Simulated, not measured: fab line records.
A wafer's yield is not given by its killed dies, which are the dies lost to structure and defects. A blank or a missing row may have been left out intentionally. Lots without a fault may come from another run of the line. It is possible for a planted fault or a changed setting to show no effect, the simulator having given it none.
Which tool did it?	flow rit-cmos	14 lots with 42 wafers sampled at 2 steps, on a route of 202 steps

WHAT EACH GAUGE READ, for each wafer
RIT_SDANNEAL_RS_MEAS_04: a four-point-probe measurement.
lot	measured	on	PSD_RS (ohm/sq)
L117	day 3 12:58	film-metro-02	115.86 115.69 115.60
L118	day 4 01:56	film-metro-02	115.96 116.02 115.98
L119	day 4 14:50	film-metro-03	115.74 115.50 115.66
L120	day 4 18:35	film-metro-03	115.67 115.64 115.59
L121	day 4 21:05	film-metro-03	115.90 115.97 116.07
L122	day 5 03:19	film-metro-03	115.74 115.88 115.89
L123	day 5 03:41	film-metro-01	115.37 115.16 115.61
L125	day 5 22:18	film-metro-02	115.88 116.00 115.96
L131	day 6 15:26	film-metro-01	117.89 117.83 118.33
L132	day 6 16:12	film-metro-03	117.92 117.83 117.81
L134	day 7 00:46	film-metro-01	115.61 115.66 115.71
L133	day 7 01:05	film-metro-02	115.96 115.58 115.43
L139	day 7 20:25	film-metro-02	115.52 115.44 115.27
L140	day 8 02:29	film-metro-01	115.53 115.55 115.32

WHAT TOOL EACH LOT RAN ON (gives the tool, then ch and the chambers of the sampled wafers, and finally the start)
lot	RIT_PSD_IMPLANT_08
L117	implanter-01 ch 0, day 3 12:08
L118	implanter-04 ch 0, day 4 01:08
L119	implanter-01 ch 0, day 4 14:02
L120	implanter-01 ch 0, day 4 17:46
L121	implanter-01 ch 0, day 4 20:16
L122	implanter-04 ch 0, day 5 02:29
L123	implanter-03 ch 0, day 5 02:50
L125	implanter-04 ch 0, day 5 21:29
L131	implanter-01 ch 0, day 6 14:36
L132	implanter-01 ch 0, day 6 15:11
L134	implanter-03 ch 0, day 6 23:57
L133	implanter-04 ch 0, day 7 00:16
L139	implanter-03 ch 0, day 7 19:35
L140	implanter-03 ch 0, day 8 01:38
- RIT_PSD_IMPLANT_08

AS READ BY THE TOOLS THEMSELVES (means over the sampled wafers that have a number; for cases with no such wafer, the mark the record gives instead)
RIT_PSD_IMPLANT_08.
lot	tool	beam-energy-keV	dose-ions-cm2	end-station-pressure-torr (Torr)
L117	implanter-01	27.002	5e+15	1.2e-05
L118	implanter-04	26.994	5e+15	1.5e-05
L119	implanter-01	26.999	5e+15	1.3e-05
L120	implanter-01	27.007	5e+15	1.2e-05
L121	implanter-01	26.994	5e+15	1.3e-05
L122	implanter-04	27.003	5e+15	1.5e-05
L123	implanter-03	26.996	5e+15	1.7e-05
L125	implanter-04	26.992	5e+15	1.4e-05
L131	implanter-01	26.995	4e+15	1.3e-05
L132	implanter-01	26.994	4e+15	1.3e-05
L134	implanter-03	27.002	5e+15	1.5e-05
L133	implanter-04	27.002	5e+15	1.5e-05
L139	implanter-03	26.988	5e+15	1.6e-05
L140	implanter-03	27.002	5e+15	1.6e-05

THE ANSWER, worked out from the rows above alone
Rule: what is usual is taken from the lots themselves. Put in order of their means at a reading, lots are off if they are a third of the lots or fewer, leave a main group of 4 or more, and stand apart from it by a gap of 3 or more times the standard deviation of the main group's means; of several such gaps the widest counts. If all means in a main group match to the digits the tables above print for the reading, that group is not used. A lot without any number at a reading at which 4 lots or more have one is off too. Any other lot the step has rows for is counted as sound. First the gauges in route order, then the tools' own readings, where a lot's mean is used as printed above. At the first step where some lot is off, the reading lying furthest off is the one used; lots without a number count as furthest.
Off: L131, L132, seen at RIT_SDANNEAL_RS_MEAS_04 (PSD_RS). Mean 115.69 ohm/sq and standard deviation 0.2 in the main group.
If a tool, at a process step before that reading, ran all the lots that are off and no sound lot after the first of them, it fits. The gauges at RIT_SDANNEAL_RS_MEAS_04 are tried like those tools. One fits: implanter-01 at RIT_PSD_IMPLANT_08. A fault onset in the window from L121 (day 4 20:16, its last sound lot) to L131 (day 6 14:36, its first lot off) fits.
The tool's own readings at RIT_PSD_IMPLANT_08 bear it out: on the lots that are off they differ by more than 5 times the standard deviation of the sound lots' means. dose-ions-cm2 reads 4e+15 there against 5e+15 on the sound lots.

WHAT WAS PUT IN BY THE SIMULATOR
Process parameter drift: implanter-01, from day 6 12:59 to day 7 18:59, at RIT_PSD_IMPLANT_08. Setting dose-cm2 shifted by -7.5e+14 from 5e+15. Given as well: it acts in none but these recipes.
Shown lots that were struck: L131, L132. The rule above found the same.
